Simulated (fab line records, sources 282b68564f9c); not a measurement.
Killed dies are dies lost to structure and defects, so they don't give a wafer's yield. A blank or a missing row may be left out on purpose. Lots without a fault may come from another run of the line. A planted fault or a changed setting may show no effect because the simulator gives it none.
fab line records | flow rit_cmos
record lots=8 wafers=24 last_day=7
route steps=202 shown ACTIVE@4 NWELL@38 PLDD@124 NSD@140 M1@202
lots that met no fault: from a run of the same line without faults
start_h: hours from the record's first day to the start of the lot's first wafer shown | wait_h: hours since the lot's step before | " the same as in the row above | L1.1+2: a row that stands for several wafers | - no value, or no start given | * or withheld: withheld | < > ~ a bound
route shown NAME@n: a module of which the file shows steps, and the number in the route of the first | usual: mean/standard deviation of fault-free wafers | same: alike in all rows | chamber/n: place in a boat | sites: the reading at each site | _std_site: their standard deviation | _edge_site: outer sites' mean less inner sites' | radius_mm: how far each site lies from the wafer's centre | mask NAME#n: copy n | behind: the tool/chamber that last shaped the wafer | hold: why the lot was held/for how many hours/how that ended | device: the transistor (n, p or np) that didn't switch | end of line: the same wafers' tests at the end of the route | a step without rows: its recipe alone | killed: dies lost to structure and defects at the first sort, not the wafer's yield | map: a wafer's dies, x killed, . not, _ none there
set.NAME: the setting as run; set.NAME@STEP: as run at that earlier step | model.NAME: the simulator's own value behind a step, which no gauge read
steps of the route over a sample of lots; a table a step, a row a wafer
services: from which hour (start_h, from the record's first day; less than 0 if before it) a tool's chamber was out of use, for how many hours, and why
## steps
# step RIT_ACTIVE_CVD_03
# recipe material=Si3N4 target_thk_nm=150 temp_c=810 precursor=SiH2Cl2/NH3 time_s=1500 pressure_mtorr=300 sih2cl2_flow_sccm=60 nh3_flow_sccm=150
# usual susceptor_temp_C=810.0/0.33
# columns lot.wafer tool chamber start_h wait_h susceptor_temp_C
L982.2 lpcvd-02 0 12.11 0.0 810.3
L982.3 " 0 " " 810.1
L982.5 " 0 " " 809.8
L983.4 lpcvd-02 0 17.11 0.0 810.1
L983.5 " 0 " " 810.6
L983.6 " 0 " " 810.0
L984.2 lpcvd-01 0 22.11 0.0 810.2
L984.5 " 0 " " 810.3
L984.6 " 0 " " 810.3
L985.1 lpcvd-02 0 27.11 0.1 810.3
L985.4 " 0 " " 810.0
L985.5 " 0 " " 810.4
L989.1 lpcvd-01 0 47.11 0.1 809.9
L989.3 " 0 " " 809.7
L989.6 " 0 " " 809.4
L990.2 lpcvd-01 1 52.11 0.0 809.9
L990.3 " 1 " " 809.8
L990.4 " 1 " " 810.3
L100.1 lpcvd-02 0 102.11 0.1 809.6
L100.2 " 0 " " 809.9
L100.6 " 0 " " 809.4
L103.1 lpcvd-02 1 117.26 0.2 810.4
L103.2 " 1 " " 810.6
L103.4 " 1 " " 810.5
# step RIT_ACTIVE_THK_MEAS_04
# recipe reads=Si3N4_of_ACTIVE_CVD_03
# usual ACTIVE_NITRIDE_THK=149.8/1.2
# columns lot.wafer tool chamber start_h wait_h ACTIVE_NITRIDE_THK[nm]
L982.2 film_metro-02 - 13.54 0.0 148.0
L982.3 " - " " 146.9
L982.5 " - " " 147.6
L983.4 film_metro-03 - 18.56 0.0 148.0
L983.5 " - " " 148.3
L983.6 " - " " 148.2
L984.2 film_metro-02 - 23.54 0.0 151.0
L984.5 " - " " 149.7
L984.6 " - " " 149.9
L985.1 film_metro-04 - 28.53 0.0 148.5
L985.4 " - " " 149.7
L985.5 " - " " 148.3
L989.1 film_metro-04 - 48.53 0.0 119.4
L989.3 " - " " 118.8
L989.6 " - " " 118.7
L990.2 film_metro-04 - 53.54 0.0 117.5
L990.3 " - " " 117.4
L990.4 " - " " 117.9
L100.1 film_metro-03 - 103.53 0.0 149.8
L100.2 " - " " 149.4
L100.6 " - " " 150.9
L103.1 film_metro-02 - 118.68 0.0 150.4
L103.2 " - " " 148.5
L103.4 " - " " 149.2
# step RIT_ACTIVE_ETCH_13
# recipe stop_on=SiO2 chemistry=SF6 target=Si3N4 time_s=210 over_etch_frac=0.4 SF6_flow_sccm=200 pressure_mtorr=260 rf_w=125 target_depth_a=2100
# usual drypump_motor_current_A=5.4/0.41 oes_product_au=0.817/0.011 throttle_valve_pct=7.53/0.11
# columns lot.wafer tool chamber start_h wait_h drypump_motor_current_A oes_product_au rf_hours_counter_h throttle_valve_pct
L982.2 rie_diel-01 2 14.71 0.1 5.5 0.810 80 7.68
L982.3 " 0 " " 5.7 0.804 19 7.33
L982.5 " 2 " " 5.5 0.815 - 7.67
L983.4 rie_diel-03 1 19.83 0.1 5.5 0.823 145 7.37
L983.5 " 2 " " 5.1 0.811 - 7.49
L983.6 " 1 " " 5.5 0.810 - 7.37
L984.2 rie_diel-02 3 24.71 0.1 5.3 0.820 4 7.64
L984.5 " 3 " " 5.3 0.809 - 7.65
L984.6 " 0 " " 5.2 0.843 - 7.56
L985.1 rie_diel-02 0 29.85 0.1 5.2 0.845 1 7.54
L985.4 " 2 " " 5.4 0.814 - 7.55
L985.5 " 3 " " 5.3 0.805 - 7.64
L989.1 rie_diel-02 1 49.76 0.1 4.7 0.717 162 7.36
L989.3 " 2 " " 5.4 0.731 101 7.53
L989.6 " 2 " " 5.4 0.722 - 7.53
L990.2 rie_diel-03 3 54.71 0.1 6.5 0.717 14 7.64
L990.3 " 0 " " 5.0 0.713 30 7.55
L990.4 " 1 " " 5.5 0.728 146 7.35
L100.1 rie_diel-03 1 104.71 0.1 5.5 0.823 147 7.36
L100.2 " 0 " " 5.0 0.807 32 7.55
L100.6 " 3 " " 6.6 0.817 - 7.65
L103.1 rie_diel-01 1 120.08 0.1 5.8 0.819 0 7.59
L103.2 " 3 " " 5.5 0.805 123 7.56
L103.4 " 0 " " 5.7 0.808 21 7.33
# step RIT_NWELL_TW_MEAS_10
# usual NWELL_TW=2140/13
# columns lot.wafer tool chamber start_h wait_h NWELL_TW
L982.2 film_metro-02 - 21.84 0.1 2134
L982.3 " - " " 2130
L982.5 " - " " 2129
L983.4 film_metro-02 - 30.20 0.1 2151
L983.5 " - " " 2143
L983.6 " - " " 2149
L984.2 film_metro-04 - 31.50 0.1 2143
L984.5 " - " " 2146
L984.6 " - " " 2125
L985.1 film_metro-02 - 36.10 0.1 2151
L985.4 " - " " 2150
L985.5 " - " " 2132
L989.1 film_metro-02 - 55.78 0.1 2152
L989.3 " - " " 2143
L989.6 " - " " 2160
L990.2 film_metro-04 - 61.15 0.1 2154
L990.3 " - " " 2149
L990.4 " - " " 2155
L100.1 film_metro-02 - 111.56 0.1 2132
L100.2 " - " " 2137
L100.6 " - " " 2152
L103.1 film_metro-02 - 127.50 0.1 2125
L103.2 " - " " 2128
L103.4 " - " " 2118
# step RIT_PLDD_TW_MEAS_10
# usual PLDD_TW=2344/11
# columns lot.wafer tool chamber start_h wait_h PLDD_TW
L982.2 film_metro-03 - 46.47 0.1 2348
L982.3 " - " " 2345
L982.5 " - " " 2337
L983.4 film_metro-04 - 53.05 0.1 2350
L983.5 " - " " 2351
L983.6 " - " " 2354
L984.2 film_metro-04 - 58.96 0.1 2346
L984.5 " - " " 2355
L984.6 " - " " 2352
L985.1 film_metro-03 - 59.06 0.1 2349
L985.4 " - " " 2358
L985.5 " - " " 2340
L989.1 film_metro-02 - 78.91 0.1 2321
L989.3 " - " " 2319
L989.6 " - " " 2330
L990.2 film_metro-02 - 84.70 0.1 2348
L990.3 " - " " 2329
L990.4 " - " " 2332
L100.1 film_metro-03 - 132.70 0.1 2342
L100.2 " - " " 2348
L100.6 " - " " 2344
L103.1 film_metro-04 - 149.35 0.1 2342
L103.2 " - " " 2351
L103.4 " - " " 2362
# step RIT_NSD_STRIP_09
# recipe chemistry=O2 time_s=180 resist=NOVOLAK platen_temp_c=withheld power_w=500 pressure_mtorr=4000 o2_flow_sccm=4000
# usual drypump_motor_current_A=5.7/0.67
# columns lot.wafer tool chamber start_h wait_h drypump_motor_current_A rf_hours_counter_h
L982.2 plasma_asher-01 1 50.21 0.1 5.0 38
L982.3 " 0 " " 6.5 -
L982.5 " 0 " " 6.5 -
L983.4 plasma_asher-01 0 56.97 0.1 6.5 -
L983.5 " 1 " " 5.0 -
L983.6 " 0 " " 6.5 -
L984.2 plasma_asher-02 1 62.68 0.1 4.9 43
L984.5 " 1 " " 4.9 -
L984.6 " 0 " " 6.2 -
L985.1 plasma_asher-03 0 62.80 0.1 5.5 29
L985.4 " 1 " " 5.5 -
L985.5 " 1 " " 5.5 -
L989.1 plasma_asher-01 1 82.68 0.1 5.0 41
L989.3 " 0 " " 6.5 -
L989.6 " 0 " " 6.5 -
L990.2 plasma_asher-01 0 89.31 0.1 6.5 42
L990.3 " 1 " " 5.0 -
L990.4 " 0 " " 6.5 -
L100.1 plasma_asher-01 1 137.03 0.1 5.0 47
L100.2 " 0 " " 6.5 47
L100.6 " 0 " " 6.5 -
L103.1 plasma_asher-02 0 154.06 0.1 6.2 4
L103.2 " 1 " " 4.9 4
L103.4 " 1 " " 4.9 -
# step RIT_M1_PROBE_99
# usual killed_at_front_end=7/3.1 killed_dies=7/3.1 killed_open=3.5/2.2 killed_short=3.3/1.9
# same gross_dies=264 killed_at_M0_to_M3=0 killed_at_M4_up=0 killed_at_back_side=0 killed_at_contacts=0 killed_at_other=0
# columns lot.wafer tool chamber start_h wait_h killed_at_front_end killed_dies killed_open killed_short
L983.4 prober-01 - 66.61 0.2 4 4 2 2
L983.5 prober-01 - 66.66 0.2 2 2 0 2
L983.6 prober-01 - 66.71 0.2 8 8 5 3
L989.1 prober-02 - 93.58 0.1 10 10 2 6
L989.3 prober-02 - 93.68 0.2 6 6 1 3
L989.6 prober-02 - 93.83 0.2 7 7 1 4
L990.2 prober-01 - 99.13 0.1 6 6 2 2
L990.3 prober-01 - 99.18 0.2 10 10 5 3
L990.4 prober-01 - 99.23 0.2 9 9 4 4
# killed by level:class
L983.4 GATE:geometric_particle:open=2 GATE:geometric_particle:short=2
L983.5 GATE:geometric_particle:short=2
L983.6 FOX1:geometric_particle:short=2 GATE:geometric_particle:open=2 FOX1:geometric_particle:open=1 FOX2:geometric_particle:open=1 GATE:geometric_particle:short=1 SPACER:geometric_particle:open=1
L989.1 FOX1:geometric_particle:short=3 REOX:geometric_particle:open=2 REOX:geometric_particle:short=2 ACTIVE:area_cvd=2 GATE:geometric_particle:short=1
L989.3 GATE:geometric_particle:short=2 ACTIVE:area_cvd=2 SPACER:geometric_particle:open=1 SILICIDE:geometric_particle:short=1
L989.6 GATE:geometric_particle:short=2 REOX:geometric_particle:short=2 ACTIVE:area_cvd=2 REOX:geometric_particle:open=1
L990.2 SILICIDE:geometric_particle:open=2 ACTIVE:area_cvd=2 FOX1:geometric_particle:short=1 FOX2:geometric_particle:short=1
L990.3 SPACER:geometric_particle:open=2 SILICIDE:geometric_particle:short=2 ACTIVE:area_cvd=2 FOX1:geometric_particle:open=1 REOX:geometric_particle:open=1 SPACER:geometric_particle:short=1 SILICIDE:geometric_particle:open=1
L990.4 GATE:geometric_particle:open=2 GATE:geometric_particle:short=2 ACTIVE:geometric_particle:open=1 REOX:geometric_particle:short=1 REOX:geometric_particle:open=1 SILICIDE:geometric_particle:short=1 ACTIVE:area_cvd=1
## services
# columns tool chamber start_h hours kind
plasma_asher-01 - 8.70 2.8 pm
rie_diel-02 1 28.45 5.9 repair
rie_diel-03 2 35.07 3.8 repair
rie_diel-03 1 60.53 17.7 repair
plasma_asher-02 - 80.01 1.5 repair
rie_diel-02 1 82.89 - clean
rie_diel-02 1 82.89 17.1 scheduled_down
rie_diel-02 1 82.89 17.1 vent_cycle
rie_diel-01 1 91.23 - clean
rie_diel-01 1 91.23 23.0 scheduled_down
rie_diel-01 1 91.23 23.0 vent_cycle
rie_diel-02 2 96.00 14.4 repair
plasma_asher-02 - 108.75 9.0 pm
plasma_asher-02 0 108.75 9.0 vent_cycle
plasma_asher-02 1 108.75 9.0 vent_cycle
plasma_asher-03 - 114.53 2.8 pm
plasma_asher-02 0 117.75 - clean
plasma_asher-02 1 117.75 - clean
rie_diel-02 - 117.91 2.8 pm
rie_diel-03 2 119.95 2.7 repair
rie_diel-03 3 123.51 4.8 repair
plasma_asher-02 - 137.37 1.0 repair
plasma_asher-01 - 140.96 4.8 repair
## key
first_sign step=RIT_ACTIVE_THK_MEAS_04 reading=ACTIVE_NITRIDE_THK direction=down sigmas=27 usual=149.8 struck=118.3
effect step=RIT_ACTIVE_ETCH_13 reading=oes_product_au direction=down sigmas=8.9 usual=0.817 struck=0.721
met_at RIT_ACTIVE_CVD_03
struck_lots L989,L990
tester_left_out L989,L990
not_acting_at RIT_NWELL_TW_MEAS_10,RIT_PLDD_TW_MEAS_10,RIT_NSD_STRIP_09
onset_between 22.11 47.11
fault kind=site_profile_drift tool=lpcvd-01 chamber=- onset_h=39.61 steps=RIT_ACTIVE_CVD_03 basis=fraction max_abs_drift=0.4771 slope_share_per_hr=106.02 site_pattern=0,0,0,0,0,-1,-1,-1,-1
# tester_left_out: of these lots the tester's yield and bins aren't shown, on N5 and GAA mostly nor the transistor test; their killed dies are dies lost to structure and defects alone, not to doping, threshold or leakage, so they don't give the yield
